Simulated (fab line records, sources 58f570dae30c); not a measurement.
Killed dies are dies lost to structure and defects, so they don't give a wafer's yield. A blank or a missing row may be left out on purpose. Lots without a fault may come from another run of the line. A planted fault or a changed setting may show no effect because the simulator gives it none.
Split-lot experiment | flow berkeley_cmos170 | 5 lots, 23 wafers read, on a route of 331 steps

THE SPLIT
At UCB170_PVT_COAT_01 (resist thk 900 nm), the setting spin_rpm was moved away from the recipe's 1500 rpm on 9 of the 23 wafers read, by -3.8% to +5.5%. The other wafers ran this setting at the recipe's value.

The reading is taken at the split's own step.

THE READING
KrF_of_PVT_COAT_01.thk_nm (the simulator's own value, which no gauge read), in nm, at UCB170_PVT_COAT_01 (resist thk 900 nm). The file gives no usual value for it. The 14 wafers here that ran the recipe average 902.1 nm, standard deviation 4.6 nm.

wafer  | tool, chamber at the split | spin_rpm as run, rpm | against the recipe | KrF_of_PVT_COAT_01.thk_nm, nm | against lot-mates on the recipe
L074.1 | litho_track-03, 0          | 1500                 | recipe             | 902.6                         | -
L074.2 | litho_track-03, 0          | 1582                 | +5.5%              | 880                           | -22.0
L074.3 | litho_track-03, 0          | 1500                 | recipe             | 901.4                         | -
L074.4 | litho_track-03, 0          | 1582                 | +5.5%              | 876.4                         | -25.6
L074.5 | litho_track-03, 0          | 1582                 | +5.5%              | 881.8                         | -20.2
L075.1 | litho_track-03, 0          | 1500                 | recipe             | 908.4                         | -
L075.2 | litho_track-03, 0          | 1500                 | recipe             | 909.8                         | -
L075.3 | litho_track-03, 0          | 1500                 | recipe             | 906.8                         | -
L075.4 | litho_track-03, 0          | 1500                 | recipe             | 907.8                         | -
L075.5 | litho_track-03, 0          | 1500                 | recipe             | 905.8                         | -
L077.1 | litho_track-01, 0          | 1547                 | +3.1%              | 883                           | -14.5
L077.2 | litho_track-01, 0          | 1500                 | recipe             | 897.9                         | -
L077.3 | litho_track-01, 0          | 1547                 | +3.1%              | 883.3                         | -14.2
L077.4 | litho_track-01, 0          | 1547                 | +3.1%              | 882.7                         | -14.8
L077.5 | litho_track-01, 0          | 1500                 | recipe             | 897.2                         | -
L084.1 | litho_track-03, 0          | 1443                 | -3.8%              | 917.2                         | +17.8
L084.2 | litho_track-03, 0          | 1443                 | -3.8%              | 918                           | +18.6
L084.4 | litho_track-03, 0          | 1500                 | recipe             | 898                           | -
L084.5 | litho_track-03, 0          | 1443                 | -3.8%              | 918.5                         | +19.1
L084.6 | litho_track-03, 0          | 1500                 | recipe             | 900.8                         | -
L085.1 | litho_track-03, 0          | 1500                 | recipe             | 897.8                         | -
L085.2 | litho_track-03, 0          | 1500                 | recipe             | 896.7                         | -
L085.4 | litho_track-03, 0          | 1500                 | recipe             | 898.1                         | -

THE FIT
A straight line over all 23 wafers: KrF_of_PVT_COAT_01.thk_nm changes by -4.45 nm for each +1% of spin_rpm; r = -0.94; the points scatter about the line by 4.3 nm.
The same after taking each lot's own level away (the mean of its wafers on the recipe; 23 wafers): -4.45 nm for each +1%; r = -0.99; scatter 1.5 nm.
On that fit, the largest move of spin_rpm shifts the reading by 24 nm.
The lots' own levels span 897.53 to 907.72 nm, that is 2.2 times the standard deviation above.
So the lot-to-lot level changes the slope little: the two slopes agree.
Check: with one of the wafers moved furthest among these (+5.5%) left out of the fit, the line predicts -24.5 nm for it against its lot-mates. It came out at -22 nm against them.

OTHER SPLITS ON THESE WAFERS
These wafers also went through other splits before the reading. Each is held against what the fit with the lots' levels taken away leaves over:
other split on the same wafers       | wafers away from the commonest value | r with KrF_of_PVT_COAT_01.thk_nm (lot level and that fit taken away)
UCB170_ZERO_COAT_01 resist_thk_nm    | 9                                    | -0.33
UCB170_PWELL_CVD_05 time_s           | 10                                   | -0.30
UCB170_PWELL_ETCH_14 rf_w            | 6                                    | -0.17
UCB170_ACTIVE_OXIDATION_02 ox_time_s | 10                                   | +0.31
UCB170_ACTIVE_CVD_05 temp_c          | 15                                   | +0.36
UCB170_PFIELD_COAT_01 resist_thk_nm  | 11                                   | +0.44
UCB170_NVT_IMPLANT_07 dose_cm2       | 11                                   | -0.47

THE WHOLE CHAIN: every reading that the file lists as answering this split, in the file's order
step                | what it does      | reading                                                                    | change (the file's fit)              | r (the file's)
UCB170_PVT_COAT_01  | resist thk 900 nm | KrF_of_PVT_COAT_01.thk_nm (the simulator's own value, which no gauge read) | -4.43 nm for each +1% of the setting | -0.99
UCB170_PVT_STRIP_08 | strips in O2      | strip_time_to_endpoint_s                                                   | withheld for each +1% of the setting | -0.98

THE FILE'S OWN FIT
KrF_of_PVT_COAT_01.thk_nm changes by -4.43 nm for each +1% of spin_rpm, r = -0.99.
